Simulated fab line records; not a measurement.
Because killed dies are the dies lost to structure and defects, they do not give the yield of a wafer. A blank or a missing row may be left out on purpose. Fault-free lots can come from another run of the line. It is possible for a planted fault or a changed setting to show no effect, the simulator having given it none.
A lot that was struck, set against a sound lot    flow rit cmos    15 out of 202 route steps
Sound: these wafers, L575.1, L575.5, L575.6. The struck wafers were L586.1, L586.2, L586.6. The cause comes at the end.
For every step that has rows: the tool of each side, followed by ch and its chambers, followed by its first start. Under that, the readings that differ: sound wafers    struck wafers    difference of the means    sigmas: that difference in standard deviations of wafers without a fault.
alike: readings whose means differ by less than 2 such deviations, and words and numbers that are the same on both sides. not compared: withheld readings, readings that some wafer has no value for, bounds like >300 that may hide the same value, and numbers for which the record gives no deviation and whose values overlap.
A row with sigmas, a row that says differs or no value, or rows on one side alone: a step with any of these is where the two part. Numbers that have no deviation but don't overlap get no sigmas and don't part them. A reading missing from all wafers of one side parts the sides only when that side holds two or more wafers.

RIT_CONTACT_CVD_00: deposits SiO2 from TEOS, target thk 400 nm, time 61 s.
  sound on pecvd-03 ch 1,2, day 3 11:52; struck on pecvd-04 ch 0,1, day 5 21:04
  alike: heater power w
RIT_CONTACT_THK_MEAS_01:
  sound on film metro-01 at day 3 11:55; struck on film metro-01 at day 5 21:09
  alike: CONTACT_TEOS_THK
then, 6 steps without rows for these wafers: RIT_CONTACT_HMDS_02 (prime time 60 s); RIT_CONTACT_COAT_03 (resist thk 1000 nm); RIT_CONTACT_SOFTBAKE_04 (time 60 s); RIT_CONTACT_EXPOSE_05 (exposes mask M11, target cd 1000 nm); RIT_CONTACT_PEB_06; RIT_CONTACT_DEVELOP_07 (develop time 120 s).
RIT_CONTACT_CD_MEAS_08: target cd 1000 nm.
  sound on cd sem-02 at day 3 13:04; struck on cd sem-01 at day 5 22:11
  alike: cd nm
RIT_CONTACT_OVL_MEAS_09:
  sound on overlay-02 at day 3 13:11; struck on overlay-01 at day 5 22:19
  alike: CONTACT_OVL
then, 1 step without rows for these wafers: RIT_CONTACT_HARDBAKE_10 (time 60 s).
RIT_CONTACT_ETCH_11: etches SiO2 in CHF3/CF4/Ar, stops on TiSi2, target depth 480 nm, time 320 s.
  sound on rie diel-01 ch 0,1,3, day 3 13:22; struck on rie diel-03 ch 1,2,3, day 5 22:29
  alike: drypump motor current A, oes product au, throttle valve pct
  not compared: rf hours counter h
RIT_CONTACT_STRIP_12: strips in O2, time 180 s.
  sound on plasma asher-04 ch 0,1, day 3 13:34; struck on plasma asher-03 ch 0,1, day 5 22:41
reading           sound              struck             difference  sigmas
run length s (s)  209.5 209.0 207.8  201.9 202.1 202.0  -6.8        -16
  alike: drypump motor current A, o2 flow sccm
  not compared: rf hours counter h
RIT_CONTACT_CD_MEAS_90: target cd 1000 nm.
  sound on cd sem-01 at day 3 13:44; struck on cd sem-01 at day 5 22:52
  alike: cd nm
RIT_M1_PROBE_99:
  sound on prober-02 at day 3 18:36; struck on prober-01 at day 6 03:43
  alike: killed at contacts, killed at front end, killed dies, killed open, killed short

WHERE THEY PART
Only at RIT_CONTACT_STRIP_12, as far as this record shows. Later steps at which nothing parts them and some readings are alike: RIT_CONTACT_CD_MEAS_90, RIT_M1_PROBE_99.

WHY: whatever the simulator had introduced
Process parameter drift: plasma asher-03, from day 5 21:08 on, at RIT_CONTACT_STRIP_12. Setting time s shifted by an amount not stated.
